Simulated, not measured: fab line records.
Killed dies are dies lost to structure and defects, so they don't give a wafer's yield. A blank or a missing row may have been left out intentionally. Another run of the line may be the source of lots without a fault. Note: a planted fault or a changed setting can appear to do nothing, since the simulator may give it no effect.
Chamber matching || flow berkeley-cmos170 || 4 sister chambers for UCB170_SILICIDE_WET_ETCH_05 on wet-bench-01
The step etches Ti in SPM, time 45 s. 4 wafers are shown with their chamber, then 8 later ones without.

WAFERS WITH THEIR CHAMBER
{"wafer": "L773.5", "chamber": 1, "bath-heat-duty-pct (%)": 14.8}
{"wafer": "L775.3", "chamber": 0, "bath-heat-duty-pct (%)": 12.1}
{"wafer": "L777.5", "chamber": 2, "bath-heat-duty-pct (%)": 14.1}
{"wafer": "L779.1", "chamber": 3, "bath-heat-duty-pct (%)": 12.3}

WAFERS WHOSE CHAMBER IS MISSING
{"wafer": "L779.3", "bath-heat-duty-pct (%)": 11.9}
{"wafer": "L779.4", "bath-heat-duty-pct (%)": 10.5}
{"wafer": "L780.1", "bath-heat-duty-pct (%)": 11.9}
{"wafer": "L780.2", "bath-heat-duty-pct (%)": 12.9}
{"wafer": "L780.5", "bath-heat-duty-pct (%)": 11.7}
{"wafer": "L793.1", "bath-heat-duty-pct (%)": 10.6}
{"wafer": "L793.2", "bath-heat-duty-pct (%)": 12.3}
{"wafer": "L793.3", "bath-heat-duty-pct (%)": 10.6}

EACH ONE'S CHAMBER
{"wafer": "L779.3", "from the rows above": "can't be placed: 0 or 3", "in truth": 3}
{"wafer": "L779.4", "from the rows above": "can't be placed: 0 or 3", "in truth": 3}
{"wafer": "L780.1", "from the rows above": "can't be placed: 0 or 3", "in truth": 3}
{"wafer": "L780.2", "from the rows above": "can't be placed: 3 or 0 or 2 or 1", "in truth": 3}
{"wafer": "L780.5", "from the rows above": "can't be placed: 0 or 3", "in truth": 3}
{"wafer": "L793.1", "from the rows above": "can't be placed: 0 or 3", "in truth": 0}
{"wafer": "L793.2", "from the rows above": "can't be placed: 3 or 0 or 2", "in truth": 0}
{"wafer": "L793.3", "from the rows above": "can't be placed: 0 or 3", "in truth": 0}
Placed correctly: 0 of 8. Unplaceable from these rows: 8, with the true chamber sitting among the candidates in 8. Placed wrongly: 0.
How it was worked out, from the rows above alone: a wafer's distance from a chamber is the root of the sum, over the readings, of the square of ((its reading less the chamber's mean) divided by the reading's scatter). If the next closest chamber is less than 2 further off than the closest, the wafer can't be placed; otherwise it belongs to the closest. For every chamber, the mean is computed from those of its wafers that are shown. The scatter: with one shown wafer a chamber, the root of the mean of the squares of how far each hidden wafer lies from its nearest shown one.
